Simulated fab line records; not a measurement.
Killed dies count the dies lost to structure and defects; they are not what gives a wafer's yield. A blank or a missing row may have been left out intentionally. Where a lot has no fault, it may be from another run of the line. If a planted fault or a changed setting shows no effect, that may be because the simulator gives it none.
Struck lot and sound lot, side by side -- flow rit-cmos -- 17 steps out of a route of 202
Sound: these wafers, L229.1, L229.3, L229.4. Wafers struck: L230.2, L230.3, L230.5. The cause is named last.
At each step with rows: each side's tool, then ch and its chambers, then its first start. Under that, the readings that differ: sound wafers -- struck wafers -- difference of the means -- sigmas: that difference in standard deviations of wafers without a fault.
alike: same words and numbers on both sides, and readings whose means sit less than 2 such deviations apart. not compared: any withheld reading, any reading some wafer has no value for, any bound like >300 that may hide the same value, and any number with overlapping values for which the record gives no deviation.
The two part at a step that has a row with sigmas, a row that says differs or no value, or rows on one side only. Numbers that don't overlap but have no deviation are shown without sigmas and don't part them. A reading missing from all wafers of one side parts the sides only when that side holds two or more wafers.

RIT_NWELL_TW_MEAS_10:
  struck on film-metro-02, day 5 15:38; sound on film-metro-04, day 5 12:05
reading,sound,struck,difference,sigmas
NWELL_TW,2104 2118 2109,2167 2158 2156,+50,+2
then, 6 steps without rows for these wafers: RIT_PWELL_HMDS_00 (prime time 60 s); RIT_PWELL_COAT_01 (resist thk 1300 nm); RIT_PWELL_SOFTBAKE_02 (time 60 s); RIT_PWELL_EXPOSE_03 (exposes mask M3, target cd 43700 nm); RIT_PWELL_PEB_04; RIT_PWELL_DEVELOP_05 (develop time 68 s).
RIT_PWELL_OVL_MEAS_06:
  struck on overlay-02, day 5 16:38; sound on overlay-01, day 5 13:10
  alike: PWELL_OVL
then, 2 steps without rows for these wafers: RIT_PWELL_HARDBAKE_07 (time 120 s); RIT_PWELL_IMPLANT_08.
RIT_PWELL_STRIP_09: strips in O2, time 180 s.
  sound on plasma-asher-02 ch 0,1, day 5 13:35; struck on plasma-asher-04 ch 0,1, day 5 17:04
reading,sound,struck,difference,sigmas
drypump-motor-current-A (A),5.51 5.51 5.63,6.15 6.29 6.16,+0.65,+3
  alike: chamber-pressure-mTorr
  not compared: rf-hours-counter-h
RIT_PWELL_TW_MEAS_10:
  struck on film-metro-03, day 5 17:15; sound on film-metro-02, day 5 13:46
  alike: PWELL_TW
RIT_WELLDRIVE_ANNEAL_00: time 14700 s.
  sound on furnace-04 ch 0, day 5 14:01; struck on furnace-01 ch 0, day 5 18:29
reading,sound,struck,difference,sigmas
spike-tc-centre-C (C),1100.6 1099.5 1100.1,1065.2 1067.3 1065.5,-34.1,-23
zone-power-centre-pct (%),64 63 63,36 36 36,-27,-4
  alike: zone-power-source-pct
RIT_WELLDRIVE_RS_MEAS_01: a four-point-probe measurement.
  struck on film-metro-03, day 5 23:35; sound on film-metro-03, day 5 19:06
reading,sound,struck,difference,sigmas
NWELL_RS (ohm/sq),274.9 275.6 275.2,289.6 286.2 280.0,+10.0,+14
RIT_WELLDRIVE_RS_MEAS_02: a four-point-probe measurement.
  struck on film-metro-03, day 5 23:43; sound on film-metro-03, day 5 19:13
reading,sound,struck,difference,sigmas
PWELL_RS (ohm/sq),427.4 427.9 428.4,446.6 443.9 438.1,+15.0,+11
then, 1 step without rows for these wafers: RIT_NRETRO_HMDS_00 (prime time 60 s).
RIT_M1_PROBE_99:
  struck on prober-02, day 7 12:23; sound on prober-01, day 7 05:07
reading,sound,struck,difference,sigmas
killed-at-front-end,11 15 13,8 2 6,-8,-3
killed-dies,11 15 13,8 2 6,-8,-3
killed-short,6 8 7,3 2 3,-4,-2
  alike: killed-at-contacts, killed-open

WHERE THEY PART
Last at RIT_M1_PROBE_99 as far as this record goes, first at RIT_NWELL_TW_MEAS_10.

WHY: what the simulator had put in
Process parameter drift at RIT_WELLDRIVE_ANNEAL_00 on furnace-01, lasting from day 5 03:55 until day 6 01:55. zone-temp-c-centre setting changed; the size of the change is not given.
